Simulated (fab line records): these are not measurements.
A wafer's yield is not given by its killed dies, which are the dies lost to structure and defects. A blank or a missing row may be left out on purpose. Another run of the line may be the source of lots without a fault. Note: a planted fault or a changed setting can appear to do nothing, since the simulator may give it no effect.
A lot that was struck, set against a sound lot + flow berkeley-cmos170 + 16 out of 331 route steps
Sound: wafers L419.3, L419.4, L419.5. The struck wafers were L423.1, L423.5, L423.6. Last of all comes the cause.
Each step with rows lists, per side, the tool, then ch with its chambers, then its first start. Under that, the readings that differ: sound wafers + struck wafers + difference of the means + sigmas: that difference in standard deviations of wafers without a fault.
alike: a reading whose means differ by less than 2 such deviations, as well as words and numbers matching on both sides. not compared: withheld readings; readings where some wafer has no value; bounds like >300 that might hide an equal value; numbers whose values overlap and for which the record gives no deviation.
A row with sigmas, a row that says differs or no value, or rows on one side alone: a step with any of these is where the two part. Non-overlapping numbers with no deviation appear without sigmas and do not part them. A reading missing from all wafers of one side parts the sides only when that side holds two or more wafers.

UCB170_NWELL_THK_MEAS_02:
  struck on film-metro-03, day 3 03:34; sound on film-metro-02, day 2 17:09
  alike: NWELL_OXIDE_THK
then, 2 steps without rows for these wafers: UCB170_NWELL_ANNEAL_03 (time 900 s); UCB170_NWELL_CVD_04 (deposits Si3N4 from SiH2Cl2/NH3, target thk 224 nm, time 3360 s).
UCB170_NWELL_THK_MEAS_05:
  struck on film-metro-03, day 3 08:05; sound on film-metro-01, day 2 23:01
  alike: NWELL_NITRIDE_THK
then, 6 steps without rows for these wafers: UCB170_NWELL_HMDS_06 (prime time 60 s); UCB170_NWELL_COAT_07 (resist thk 900 nm); UCB170_NWELL_SOFTBAKE_08 (time 60 s); UCB170_NWELL_EXPOSE_09 (exposes mask NWELL, target cd 3000 nm); UCB170_NWELL_PEB_10; UCB170_NWELL_DEVELOP_11 (develop time 45 s).
UCB170_NWELL_OVL_MEAS_12:
  struck on overlay-02, day 3 09:31; sound on overlay-02, day 2 23:58
  alike: NWELL_OVL
UCB170_NWELL_ETCH_13: etches Si3N4 in CH3F/Ar/O2, stops on SiO2, target depth 246.4 nm, time 154 s.
  sound on rie-diel-03 ch 1,2,3, day 2 23:59; struck on rie-diel-03 ch 0,3, day 3 09:32
  alike: drypump-motor-current-A, oes-product-au, throttle-valve-pct
  not compared: rf-hours-counter-h
UCB170_NWELL_IMPLANT_14:
  sound on implanter-03 ch 0, day 3 00:08; struck on implanter-04 ch 0, day 3 09:39
| reading            | sound          | struck         | difference | sigmas |
|--------------------|----------------|----------------|------------|--------|
| beam-on-s (s)      | 9.76 9.82 9.93 | 7.76 7.83 7.60 | -2.11      | -11    |
| faraday-current-uA | 32.5 32.3 31.9 | 41.0 40.3 41.7 | +8.8       | +14    |
UCB170_NWELL_STRIP_15: strips in O2.
  sound on plasma-asher-03 ch 0,1, day 3 00:16; struck on plasma-asher-02 ch 0,1, day 3 09:48
  alike: drypump-motor-current-A, oes-product-au, strip-time-to-endpoint-s
  not compared: rf-hours-counter-h
UCB170_NWELL_TW_MEAS_16:
  struck on film-metro-03, day 3 10:07; sound on film-metro-01, day 3 00:22
| reading  | sound          | struck         | difference | sigmas |
|----------|----------------|----------------|------------|--------|
| NWELL_TW | 1244 1248 1245 | 1138 1139 1143 | -106       | -11    |
  not compared: hold
-- the record jumps here: 6 days lie between the struck wafers' starts before and after (it left off in module NWELL and takes up again in module M3, whose first step shown is number 331 of the route) --
UCB170_M3_PROBE_99:
  rows exist in the record for the struck wafers here (prober-02, day 9 00:08), but not for the sound ones

WHERE THEY PART
Earliest at UCB170_NWELL_IMPLANT_14; latest, in this record, at UCB170_M3_PROBE_99.

WHY: the cause the simulator had injected
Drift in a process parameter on implanter-04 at UCB170_NWELL_IMPLANT_14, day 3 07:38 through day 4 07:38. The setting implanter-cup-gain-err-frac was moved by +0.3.
